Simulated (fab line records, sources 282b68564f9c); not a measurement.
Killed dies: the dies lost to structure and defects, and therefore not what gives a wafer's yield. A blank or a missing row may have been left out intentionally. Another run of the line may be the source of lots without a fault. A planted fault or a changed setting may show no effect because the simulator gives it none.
Check for tools in common + flow rit cmos + Lots sampled 13, wafers sampled 39

WHAT PROMPTED THE OPENING
At RIT_SPACER_THK_MEAS_04 the reading SPACER_NITRIDE_THK is flagged on 1 of 13 lots. Fault-free wafers read 250.7 nm, with a standard deviation of 2.1.
Rule: a lot is flagged when every wafer of it that has a number lies more than 4 standard deviations from that mean, or none has a number. All remaining lots are regarded as sound.

| lot  | measured    | on            | SPACER_NITRIDE_THK (nm), wafer by wafer | flag    |
|------|-------------|---------------|-----------------------------------------|---------|
| L704 | day 3 09:03 | film metro-02 | 249.9 249.3 248.4                       |         |
| L706 | day 3 18:07 | film metro-02 | 249.8 248.2 247.8                       |         |
| L707 | day 3 22:32 | film metro-01 | 251.0 252.4 252.0                       |         |
| L708 | day 4 06:14 | film metro-01 | 249.5 249.8 250.4                       |         |
| L709 | day 4 11:26 | film metro-02 | 251.1 249.5 252.0                       |         |
| L711 | day 4 20:52 | film metro-01 | 251.2 251.0 252.3                       |         |
| L712 | day 5 01:49 | film metro-02 | 247.8 249.4 248.2                       |         |
| L713 | day 5 09:02 | film metro-04 | 253.5 251.1 253.3                       |         |
| L714 | day 5 18:52 | film metro-02 | 250.5 252.3 250.8                       |         |
| L716 | day 6 04:07 | film metro-02 | 254.5 255.7 255.1                       |         |
| L718 | day 6 17:05 | film metro-04 | 249.1 249.7 249.6                       |         |
| L719 | day 6 17:19 | film metro-01 | 206.5 203.9 205.0                       | FLAGGED |
| L723 | day 7 13:12 | film metro-02 | 249.7 249.9 251.5                       |         |
The mean of the flagged lots' numbers is 205.1 nm, -45.6 nm from the usual (-22 standard deviations).

LOT BY LOT: THE TOOL USED
Before the reading, the record contains 2 process steps out of a 202-step route. Every cell lists first the tool, next ch and the chambers used by the sampled wafers, and last the start.
| lot  | flag    | RIT_NWELL_STRIP_09                  | RIT_SPACER_CVD_03          |
|------|---------|-------------------------------------|----------------------------|
| L704 |         | plasma asher-02 ch 0,1, day 2 06:49 | lpcvd-01 ch 0, day 3 07:08 |
| L706 |         | plasma asher-04 ch 0,1, day 2 17:31 | lpcvd-02 ch 0, day 3 16:11 |
| L707 |         | plasma asher-02 ch 0,1, day 2 21:49 | lpcvd-01 ch 1, day 3 20:37 |
| L708 |         | plasma asher-01 ch 0,1, day 3 02:49 | lpcvd-01 ch 1, day 4 04:19 |
| L709 |         | plasma asher-04 ch 0,1, day 3 09:56 | lpcvd-02 ch 0, day 4 09:31 |
| L711 |         | plasma asher-01 ch 0,1, day 3 18:34 | lpcvd-01 ch 1, day 4 18:56 |
| L712 |         | plasma asher-04 ch 0,1, day 4 00:31 | lpcvd-02 ch 0, day 4 23:52 |
| L713 |         | plasma asher-02 ch 0,1, day 4 05:21 | lpcvd-01 ch 0, day 5 07:07 |
| L714 |         | plasma asher-01 ch 0,1, day 4 11:34 | lpcvd-02 ch 0, day 5 16:55 |
| L716 |         | plasma asher-01 ch 0,1, day 4 21:55 | lpcvd-02 ch 1, day 6 02:11 |
| L718 |         | plasma asher-02 ch 0,1, day 5 10:56 | lpcvd-01 ch 0, day 6 15:10 |
| L719 | FLAGGED | plasma asher-02 ch 0,1, day 5 12:14 | lpcvd-02 ch 1, day 6 15:23 |
| L723 |         | plasma asher-01 ch 0,1, day 6 09:34 | lpcvd-01 ch 0, day 7 11:17 |
These steps, and what they do:
- RIT_NWELL_STRIP_09: strips in O2, time 180 s.
- RIT_SPACER_CVD_03: deposits Si3N4 from SiH2Cl2/NH3, target thk 250 nm, time 3300 s.
- RIT_SPACER_THK_MEAS_04

FLAGGED AGAINST TOTAL, ONE TOOL AT A TIME (gauges that did the reading follow at the end)
| step                   | tool            | lots run | flagged | share of the flagged lots | sound lots run after its first flagged lot |
|------------------------|-----------------|----------|---------|---------------------------|--------------------------------------------|
| RIT_NWELL_STRIP_09     | plasma asher-01 | 5        | 0       | none                      | -                                          |
| RIT_NWELL_STRIP_09     | plasma asher-02 | 5        | 1       | all                       | 0                                          |
| RIT_NWELL_STRIP_09     | plasma asher-04 | 3        | 0       | none                      | -                                          |
| RIT_SPACER_CVD_03      | lpcvd-01        | 7        | 0       | none                      | -                                          |
| RIT_SPACER_CVD_03      | lpcvd-02        | 6        | 1       | all                       | 0                                          |
| RIT_SPACER_THK_MEAS_04 | film metro-01   | 4        | 1       | all                       | 0                                          |
| RIT_SPACER_THK_MEAS_04 | film metro-02   | 7        | 0       | none                      | -                                          |
| RIT_SPACER_THK_MEAS_04 | film metro-04   | 2        | 0       | none                      | -                                          |

THE TABLE: WHAT IT ALLOWS
plasma asher-02 at RIT_NWELL_STRIP_09, lpcvd-02 at RIT_SPACER_CVD_03 and film metro-01 at RIT_SPACER_THK_MEAS_04: these 3 rows of the table ran every flagged lot.
- plasma asher-02 at RIT_NWELL_STRIP_09: 1 of its 5 lots flagged. A fault beginning between L718 (day 5 10:56), its last sound lot, and L719 (day 5 12:14), its first flagged one, fits the data.
- lpcvd-02 at RIT_SPACER_CVD_03: 1 of its 6 lots flagged. A fault beginning between L716 (day 6 02:11), its last sound lot, and L719 (day 6 15:23), its first flagged one, fits the data. Its own readings (pressure mtorr) fall more than 4 standard deviations out on all wafers of the flagged lots.
- film metro-01 at RIT_SPACER_THK_MEAS_04: 1 of its 4 lots flagged. A fault beginning between L711 (day 4 20:52), its last sound lot, and L719 (day 6 17:19), its first flagged one, fits the data.
These 3 tools cannot be told apart by counting lots, since each of them fits a fault that started at some hour. More lots, or a look at what each step does to the wafer, might.

WHAT WAS PUT IN BY THE SIMULATOR
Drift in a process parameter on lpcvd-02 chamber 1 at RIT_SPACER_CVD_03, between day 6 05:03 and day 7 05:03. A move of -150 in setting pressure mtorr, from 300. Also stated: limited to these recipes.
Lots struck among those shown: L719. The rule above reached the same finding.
